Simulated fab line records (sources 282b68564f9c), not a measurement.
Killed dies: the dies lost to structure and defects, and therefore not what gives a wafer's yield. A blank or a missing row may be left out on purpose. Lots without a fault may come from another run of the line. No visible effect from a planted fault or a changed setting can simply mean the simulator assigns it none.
2 desks, one fault ; flow rit cmos ; what lay behind the numbers comes last; until then each desk has only its own

== THE TOOL OWNER'S DESK: implanter-02 ==
For each lot that ran on this tool, the mean over its sampled wafers that have a number, from the tool's own readings at RIT_NSD_IMPLANT_08. The brackets show how far a lot's mean lies from the usual mean; more than 4 standard deviations puts the lot out of limits, marked OUT.
Columns: A = dose ions cm2 at RIT_NSD_IMPLANT_08, usual 1.0001e+15; B = end station pressure torr at RIT_NSD_IMPLANT_08, usual 7.5e-06 Torr; C = faraday current uA at RIT_NSD_IMPLANT_08, usual 3128
lot;first seen here;A;B;C
L915;day 4 08:07;9.9987e+14;7.2e-06;3146
L916;day 4 15:40;9.9790e+14;7.2e-06;3188
L918;day 5 01:01;1.8610e+15 (+99 or more) OUT;1.0e-05 (+7.3) OUT;5801 (+40) OUT
L921;day 5 16:17;1.8594e+15 (+99 or more) OUT;9.3e-06 (+4.6) OUT;5785 (+40) OUT
This desk finds L918, L921 out of limits, L918 being first, at day 5 01:01 (dose ions cm2 at RIT_NSD_IMPLANT_08). In limits: L915, L916.

== THE METROLOGY DESK ==
Means of the sampled wafers that have a number, per lot and without regard to the tool the lot ran on: this is what the gauges read. The brackets show how far a lot's mean lies from the usual mean; more than 4 standard deviations puts the lot out of limits, marked OUT.
Columns: A = NSD_TW at RIT_NSD_TW_MEAS_10, usual 3143; B = PSD_TW at RIT_PSD_TW_MEAS_10, usual 3433; C = NSD_RS at RIT_SDANNEAL_RS_MEAS_05, usual 84.5 ohm/sq
lot;first seen here;A;B;C
L909;day 3 04:28;3057;3474;84.5
L912;day 3 16:13;3164;3442;84.2
L913;day 3 22:04;3149;3470;84.3
L915;day 4 08:27;3154;3365;84.7
L916;day 4 15:59;3159;3348;84.4
L917;day 4 19:35;3163;3462;84.5
L918;day 5 01:21;3542 (+11) OUT;3345;54.2 (-92) OUT
L920;day 5 14:32;3150;3483;85.0
L921;day 5 16:35;3539 (+11) OUT;3357;54.3 (-92) OUT
L926;day 6 18:44;3157;3462;84.6
L927;day 6 22:55;3158;3345;84.8
L928;day 7 00:44;3156;3477;85.0
L929;day 7 08:49;3180;3483;84.5
L932;day 7 21:48;3150;3354;84.6
Per this desk, out of limits: L918, L921; the first was L918, day 5 01:21 (NSD_TW at RIT_NSD_TW_MEAS_10). In limits: L909, L912, L913, L915, L916, L917, L920, L926, L927, L928, L929, L932.

== BROUGHT TOGETHER ==
On L918, L921, at day 5 01:01, an alarm was possible from the tool owner's desk.
The metrology desk could have raised an alarm at day 5 01:21, on L918, L921.
The lots listed all ran RIT_NSD_IMPLANT_08 on implanter-02.

== WHAT THE SIMULATOR HAD INSERTED ==
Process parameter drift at RIT_NSD_IMPLANT_08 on implanter-02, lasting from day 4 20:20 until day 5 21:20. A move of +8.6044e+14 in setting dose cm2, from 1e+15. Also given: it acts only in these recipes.
Struck lots among those shown: L918, L921.
Time in hours from fault onset to the first out-of-limits reading at each desk: tool owner's desk 5, metrology desk 5.
